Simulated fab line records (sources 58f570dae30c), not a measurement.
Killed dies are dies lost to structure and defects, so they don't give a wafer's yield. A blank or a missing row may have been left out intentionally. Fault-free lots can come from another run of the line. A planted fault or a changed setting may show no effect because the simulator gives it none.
Matching of chambers / flow berkeley-cmos170 / 4 sister chambers for UCB170_GATE_ETCH_15 on rie-si-02
The step etches poly-Si in HBr/Cl2, stops on SiO2, time 56.3 s, target depth 278.2 nm. 8 wafers are shown with their chamber, then 8 later ones without.

== EACH WAFER AND ITS CHAMBER ==
wafer=L917.2; chamber=2; throttle-valve-pct (%)=26.06; oes-product-au (a.u.)=0.821
wafer=L921.3; chamber=3; throttle-valve-pct (%)=26.38; oes-product-au (a.u.)=0.826
wafer=L923.5; chamber=1; throttle-valve-pct (%)=26.47; oes-product-au (a.u.)=0.833
wafer=L923.6; chamber=0; throttle-valve-pct (%)=26.47; oes-product-au (a.u.)=0.829
wafer=L927.2; chamber=3; throttle-valve-pct (%)=26.37; oes-product-au (a.u.)=0.840
wafer=L927.3; chamber=1; throttle-valve-pct (%)=26.47; oes-product-au (a.u.)=0.838
wafer=L927.4; chamber=2; throttle-valve-pct (%)=26.06; oes-product-au (a.u.)=0.830
wafer=L925.2; chamber=0; throttle-valve-pct (%)=26.47; oes-product-au (a.u.)=0.823

== WAFERS WITH NO CHAMBER GIVEN ==
wafer=L925.4; throttle-valve-pct (%)=26.37; oes-product-au (a.u.)=0.833
wafer=L925.5; throttle-valve-pct (%)=26.51; oes-product-au (a.u.)=0.816
wafer=L933.2; throttle-valve-pct (%)=26.39; oes-product-au (a.u.)=0.837
wafer=L933.4; throttle-valve-pct (%)=26.48; oes-product-au (a.u.)=0.825
wafer=L933.5; throttle-valve-pct (%)=26.46; oes-product-au (a.u.)=0.819
wafer=L939.1; throttle-valve-pct (%)=26.38; oes-product-au (a.u.)=0.831
wafer=L939.2; throttle-valve-pct (%)=26.05; oes-product-au (a.u.)=0.821
wafer=L939.4; throttle-valve-pct (%)=26.48; oes-product-au (a.u.)=0.825

== WHICH CHAMBER EACH ONE RAN IN ==
wafer=L925.4; from the rows above=3; in truth=3
wafer=L925.5; from the rows above=can't be placed: 0 or 1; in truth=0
wafer=L933.2; from the rows above=3; in truth=3
wafer=L933.4; from the rows above=can't be placed: 0 or 1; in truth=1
wafer=L933.5; from the rows above=can't be placed: 0 or 1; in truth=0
wafer=L939.1; from the rows above=3; in truth=3
wafer=L939.2; from the rows above=2; in truth=2
wafer=L939.4; from the rows above=can't be placed: 0 or 1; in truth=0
Correct placement for 4 of the 8. These rows do not allow placing 4 (true chamber among the candidates in 4). 0 placed wrongly.
How it was worked out, from the rows above alone: a wafer's distance from a chamber is the root of the sum, over the readings, of the square of ((its reading less the chamber's mean) divided by the reading's scatter). The wafer belongs to the nearest chamber; if the next one is less than 2 further off, it can't be placed. Each chamber's mean is taken over the wafers shown for it. How the scatter is found: for the shown wafers, subtract from each reading the mean of its chamber, square and add these, divide the total by (wafers less chambers), then take the root.
